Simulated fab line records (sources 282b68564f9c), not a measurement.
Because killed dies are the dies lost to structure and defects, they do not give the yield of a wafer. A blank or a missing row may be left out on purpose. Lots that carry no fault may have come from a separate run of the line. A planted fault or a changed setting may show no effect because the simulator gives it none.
Lot-split experiment || flow ritCmos || 23 wafers read across 5 lots, on a route 202 steps long

## THE SPLIT ITSELF
At RIT_M1_SPUTTER_00 (material Al, target thk 400 nm, time 500 s), the setting timeS was moved away from the recipe's 500 s on 6 of the 23 wafers read, by -12.0% to +9.1%. All remaining wafers had this setting at the recipe value.

## BETWEEN THE SPLIT AND THE READING: the file shows 1 step in between
- RIT_M1_RS_MEAS_01: measures by four-point-probe

## THE READING
M1_AL_THK, in nm, at RIT_M1_THK_MEAS_02 (measures by xrf). A value of 406 nm with a standard deviation of 4.2 nm is what fault-free wafers of this fab line usually give.

{"wafer": "L076.1", "tool, chamber at the split": "pvdSputter-04, -", "timeS as run, s": 500, "against the recipe": "recipe", "M1_AL_THK, nm": 402, "against lot-mates on the recipe": "-"}
{"wafer": "L076.3", "tool, chamber at the split": "pvdSputter-04, -", "timeS as run, s": 500, "against the recipe": "recipe", "M1_AL_THK, nm": 404, "against lot-mates on the recipe": "-"}
{"wafer": "L076.4", "tool, chamber at the split": "pvdSputter-04, -", "timeS as run, s": 500, "against the recipe": "recipe", "M1_AL_THK, nm": 402, "against lot-mates on the recipe": "-"}
{"wafer": "L076.5", "tool, chamber at the split": "pvdSputter-04, -", "timeS as run, s": 440.1, "against the recipe": "-12.0%", "M1_AL_THK, nm": 354, "against lot-mates on the recipe": -49}
{"wafer": "L076.6", "tool, chamber at the split": "pvdSputter-04, -", "timeS as run, s": 440.1, "against the recipe": "-12.0%", "M1_AL_THK, nm": 355, "against lot-mates on the recipe": -48}
{"wafer": "L077.1", "tool, chamber at the split": "pvdSputter-03, -", "timeS as run, s": 500, "against the recipe": "recipe", "M1_AL_THK, nm": 413, "against lot-mates on the recipe": "-"}
{"wafer": "L077.3", "tool, chamber at the split": "pvdSputter-03, -", "timeS as run, s": 545.5, "against the recipe": "+9.1%", "M1_AL_THK, nm": 448, "against lot-mates on the recipe": "+35"}
{"wafer": "L077.4", "tool, chamber at the split": "pvdSputter-03, -", "timeS as run, s": 500, "against the recipe": "recipe", "M1_AL_THK, nm": 411, "against lot-mates on the recipe": "-"}
{"wafer": "L077.5", "tool, chamber at the split": "pvdSputter-03, -", "timeS as run, s": 545.5, "against the recipe": "+9.1%", "M1_AL_THK, nm": 448, "against lot-mates on the recipe": "+35"}
{"wafer": "L077.6", "tool, chamber at the split": "pvdSputter-03, -", "timeS as run, s": 500, "against the recipe": "recipe", "M1_AL_THK, nm": 414, "against lot-mates on the recipe": "-"}
{"wafer": "L082.1", "tool, chamber at the split": "pvdSputter-02, -", "timeS as run, s": 449.7, "against the recipe": "-10.1%", "M1_AL_THK, nm": 367, "against lot-mates on the recipe": -40}
{"wafer": "L082.3", "tool, chamber at the split": "pvdSputter-02, -", "timeS as run, s": 500, "against the recipe": "recipe", "M1_AL_THK, nm": 409, "against lot-mates on the recipe": "-"}
{"wafer": "L082.4", "tool, chamber at the split": "pvdSputter-02, -", "timeS as run, s": 449.7, "against the recipe": "-10.1%", "M1_AL_THK, nm": 366, "against lot-mates on the recipe": -41}
{"wafer": "L082.5", "tool, chamber at the split": "pvdSputter-02, -", "timeS as run, s": 500, "against the recipe": "recipe", "M1_AL_THK, nm": 408, "against lot-mates on the recipe": "-"}
{"wafer": "L082.6", "tool, chamber at the split": "pvdSputter-02, -", "timeS as run, s": 500, "against the recipe": "recipe", "M1_AL_THK, nm": 403, "against lot-mates on the recipe": "-"}
{"wafer": "L083.1", "tool, chamber at the split": "pvdSputter-03, -", "timeS as run, s": 500, "against the recipe": "recipe", "M1_AL_THK, nm": 408, "against lot-mates on the recipe": "-"}
{"wafer": "L083.2", "tool, chamber at the split": "pvdSputter-03, -", "timeS as run, s": 500, "against the recipe": "recipe", "M1_AL_THK, nm": 406, "against lot-mates on the recipe": "-"}
{"wafer": "L083.4", "tool, chamber at the split": "pvdSputter-03, -", "timeS as run, s": 500, "against the recipe": "recipe", "M1_AL_THK, nm": 406, "against lot-mates on the recipe": "-"}
{"wafer": "L083.5", "tool, chamber at the split": "pvdSputter-03, -", "timeS as run, s": 500, "against the recipe": "recipe", "M1_AL_THK, nm": 400, "against lot-mates on the recipe": "-"}
{"wafer": "L083.6", "tool, chamber at the split": "pvdSputter-03, -", "timeS as run, s": 500, "against the recipe": "recipe", "M1_AL_THK, nm": 410, "against lot-mates on the recipe": "-"}
{"wafer": "L085.1", "tool, chamber at the split": "pvdSputter-03, -", "timeS as run, s": 500, "against the recipe": "recipe", "M1_AL_THK, nm": 411, "against lot-mates on the recipe": "-"}
{"wafer": "L085.2", "tool, chamber at the split": "pvdSputter-03, -", "timeS as run, s": 500, "against the recipe": "recipe", "M1_AL_THK, nm": 405, "against lot-mates on the recipe": "-"}
{"wafer": "L085.3", "tool, chamber at the split": "pvdSputter-03, -", "timeS as run, s": 500, "against the recipe": "recipe", "M1_AL_THK, nm": 405, "against lot-mates on the recipe": "-"}

THE FIT
A straight line over all 23 wafers: M1_AL_THK changes by +4.31 nm for each +1% of timeS; r = +0.99; the points scatter about the line by 3.7 nm.
The same after taking each lot's own level away (the mean of its wafers on the recipe; 23 wafers): +3.97 nm for each +1%; r = +0.99; scatter 2.3 nm.
The reading moves by 48 nm for the largest change in timeS, on that fit.
The span of the lots' own levels, 402.7 to 412.7 nm, comes to 2.4 times the standard deviation stated above.
The two slopes agree, so the slope changes little with the lot-to-lot level.
Check: with one of the wafers moved furthest among these (-12.0%) left out of the fit, the line predicts -47.4 nm for it against its lot-mates. It came out at -48.7 nm against them.

## THE WHOLE CHAIN: every reading that the file lists as answering this split, in the file's order
{"step": "RIT_M1_SPUTTER_00", "what it does": "material Al, target thk 400 nm, time 500 s", "reading": "Al_of_M1_SPUTTER_00.thkNm (the simulator's own value, which no gauge read)", "change (the file's fit)": "+3.88 nm for each +1% of the setting", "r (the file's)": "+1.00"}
{"step": "RIT_M1_RS_MEAS_01", "what it does": "measures by four-point-probe", "reading": "M1_AL_RS", "change (the file's fit)": "-0.000776 for each +1% of the setting", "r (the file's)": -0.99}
{"step": "RIT_M1_THK_MEAS_02", "what it does": "measures by xrf", "reading": "M1_AL_THK", "change (the file's fit)": "+3.99 for each +1% of the setting", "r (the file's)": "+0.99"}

## FILE'S OWN FIT
M1_AL_THK changes by +3.99 nm for each +1% of timeS, r = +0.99.
